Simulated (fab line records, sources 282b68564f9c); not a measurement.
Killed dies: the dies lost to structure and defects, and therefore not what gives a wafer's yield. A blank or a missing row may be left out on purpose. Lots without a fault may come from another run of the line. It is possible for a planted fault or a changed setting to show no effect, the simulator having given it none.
2 desks, one fault    flow ritCmos    every desk sees just its own numbers, and what lay behind them comes last

== FROM THE METROLOGY DESK ==
Means of the sampled wafers that have a number, per lot and without regard to the tool the lot ran on: this is what the gauges read. The brackets show how far a lot's mean lies from the usual mean; more than 4 standard deviations puts the lot out of limits, marked OUT.
Columns: A = NSD_OVL at RIT_NSD_OVL_MEAS_06, usual 0.2 nm
lot   first seen here  A
L660  day 3 05:46      0.7
L661  day 3 13:14      0.6
L662  day 3 19:22      2.3
L664  day 4 02:46      0.5
L665  day 4 10:01      -0.3
L666  day 4 15:14      -0.4
L667  day 4 17:38      -0.7
L668  day 4 21:49      -0.6
L669  day 5 06:26      -1.4
L670  day 5 08:16      -0.5
L672  day 5 20:19      -1.0
L674  day 6 02:58      421.4 (+99 or more) OUT
L676  day 6 13:23      420.0 (+99 or more) OUT
L677  day 7 01:22      420.5 (+99 or more) OUT
L678  day 7 05:55      418.8 (+99 or more) OUT
L682  day 8 04:02      1.5
This desk finds L674, L676, L677, L678 out of limits, with the earliest case on L674 at day 6 02:58 (NSD_OVL at RIT_NSD_OVL_MEAS_06). In limits: L660, L661, L662, L664, L665, L666, L667, L668, L669, L670, L672, L682.

== TOOL OWNER'S DESK, ilineStepper-02 ==
The tool's own readings at RIT_NSD_EXPOSE_03 (exposes mask M9, target cd 40700 nm): means of the sampled wafers that have a number, for each lot that ran on this tool. The brackets show how far a lot's mean lies from the usual mean; more than 4 standard deviations puts the lot out of limits, marked OUT.
Columns: A = exposureDoseMJCm2 at RIT_NSD_EXPOSE_03, usual 249.96
lot   first seen here  A
L664  day 4 02:21      250.07
L665  day 4 09:37      250.05
L668  day 4 21:26      250.52
L669  day 5 06:02      249.87
L670  day 5 07:52      249.77
L674  day 6 02:28      249.89
L676  day 6 12:59      249.77
L677  day 7 00:58      250.00
L678  day 7 05:31      249.86
This desk found nothing out of limits on any of the 9 lots.

== TAKEN TOGETHER ==
On L674, L676, L677, L678, the metrology desk was in a position to raise an alarm at day 6 02:58.
The desk of the tool owner found nothing out of limits.
On record at the tool owner's desk: L674, L676, L677, L678, within its limits.
On ilineStepper-02, each named lot ran RIT_NSD_EXPOSE_03.

== WHAT THE SIMULATOR PUT IN ==
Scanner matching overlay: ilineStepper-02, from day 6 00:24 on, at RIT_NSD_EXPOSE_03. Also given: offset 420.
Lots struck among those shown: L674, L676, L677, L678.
Delay in hours, fault start to first out-of-limits reading, per desk: metrology desk 3.
